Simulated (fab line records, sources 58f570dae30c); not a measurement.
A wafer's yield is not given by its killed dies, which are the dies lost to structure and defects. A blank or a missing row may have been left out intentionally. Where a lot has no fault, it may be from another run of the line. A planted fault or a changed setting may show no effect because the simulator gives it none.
Which tool was responsible? / flow berkeley_cmos170 / 42 wafers from 14 lots sampled at 2 of the route's 331 steps

## WHAT THE GAUGES SHOWED, per wafer
UCB170_PLDD_CD_MEAS_06 targets a cd of 1200 nm.
lot=L644; measured=day 6 20:05; on=cd_sem-02; cd_nm (nm)=1199.3 1200.5 1200.9
lot=L645; measured=day 6 20:13; on=cd_sem-01; cd_nm (nm)=1198.3 1199.0 1199.2
lot=L647; measured=day 7 05:52; on=cd_sem-01; cd_nm (nm)=1200.8 1202.5 1201.4
lot=L646; measured=day 7 05:59; on=cd_sem-02; cd_nm (nm)=1202.4 1202.0 1202.0
lot=L649; measured=day 7 18:13; on=cd_sem-02; cd_nm (nm)=1195.2 1195.0 1195.5
lot=L650; measured=day 7 18:15; on=cd_sem-01; cd_nm (nm)=1201.2 1200.7 1199.2
lot=L652; measured=day 8 17:51; on=cd_sem-01; cd_nm (nm)=1203.7 1202.2 1201.7
lot=L655; measured=day 8 18:04; on=cd_sem-01; cd_nm (nm)=1197.8 1197.4 1197.8
lot=L653; measured=day 8 18:08; on=cd_sem-02; cd_nm (nm)=1198.9 1199.0 1200.0
lot=L656; measured=day 8 18:21; on=cd_sem-01; cd_nm (nm)=1198.2 1198.4 1197.5
lot=L658; measured=day 9 07:11; on=cd_sem-02; cd_nm (nm)=1200.0 1199.9 1199.9
lot=L659; measured=day 9 10:17; on=cd_sem-01; cd_nm (nm)=1199.8 1200.6 1200.4
lot=L660; measured=day 9 10:28; on=cd_sem-02; cd_nm (nm)=1199.6 1199.2 1198.9
lot=L666; measured=day 10 11:18; on=cd_sem-02; cd_nm (nm)=1201.3 1198.6 1200.5

UCB170_V2_THK_MEAS_04.
lot=L644; measured=day 8 00:33; on=film_metro-03; V2_POLISHED_THK (nm)=1000.9 1000.3 998.3
lot=L645; measured=day 8 06:22; on=film_metro-04; V2_POLISHED_THK (nm)=999.9 1000.5 998.9
lot=L647; measured=day 8 17:41; on=film_metro-03; V2_POLISHED_THK (nm)=999.3 1001.0 999.7
lot=L646; measured=day 8 15:07; on=film_metro-04; V2_POLISHED_THK (nm)=998.4 999.9 999.3
lot=L649; measured=day 9 08:28; on=film_metro-04; V2_POLISHED_THK (nm)=998.9 998.8 998.3
lot=L650; measured=day 9 07:19; on=film_metro-03; V2_POLISHED_THK (nm)=1000.4 1002.6 1000.8
lot=L652; measured=day 10 02:13; on=film_metro-04; V2_POLISHED_THK (nm)=1001.5 999.3 1000.8
lot=L655; measured=day 10 05:34; on=film_metro-04; V2_POLISHED_THK (nm)=999.6 1001.3 1001.5
lot=L653; measured=day 10 02:49; on=film_metro-04; V2_POLISHED_THK (nm)=996.8 999.0 1002.0
lot=L656; measured=day 10 02:31; on=film_metro-02; V2_POLISHED_THK (nm)=1000.7 999.8 999.7
lot=L658; measured=day 10 19:34; on=film_metro-04; V2_POLISHED_THK (nm)=999.6 998.0 1001.3
lot=L659; measured=day 10 19:53; on=film_metro-03; V2_POLISHED_THK (nm)=998.0 997.6 999.7
lot=L660; measured=day 10 23:04; on=film_metro-03; V2_POLISHED_THK (nm)=999.7 999.6 999.7
lot=L666; measured=day 11 15:00; on=film_metro-04; V2_POLISHED_THK (nm)=1000.6 998.6 998.1

## WHAT TOOL EACH LOT RAN ON (gives the tool, then ch and the chambers of the sampled wafers, and finally the start)
No process step before these readings appears in the record.

## AS READ BY THE TOOLS THEMSELVES (means over the sampled wafers that have a number; for cases with no such wafer, the mark the record gives instead)
The record holds no such reading with a usual standard deviation.

## THE ANSWER, worked out from the rows above alone
Rule: what is usual is taken from the lots themselves. Put in order of their means at a reading, lots are off if they are a third of the lots or fewer, leave a main group of 4 or more, and stand apart from it by a gap of 3 or more times the standard deviation of the main group's means; of several such gaps the widest counts. If all means in a main group match to the digits the tables above print for the reading, that group is not used. A lot without any number at a reading at which 4 lots or more have one is off too. The other lots that the step has rows for count as sound. After the gauges, taken in route order, come the tools' own readings; for these a lot's mean is taken, as printed above. At the first step where some lot is off, the reading lying furthest off is the one used; lots without a number count as furthest.
Nothing can be told from this: no lot is off at any reading shown.

## WHAT THE SIMULATOR HAD PUT IN
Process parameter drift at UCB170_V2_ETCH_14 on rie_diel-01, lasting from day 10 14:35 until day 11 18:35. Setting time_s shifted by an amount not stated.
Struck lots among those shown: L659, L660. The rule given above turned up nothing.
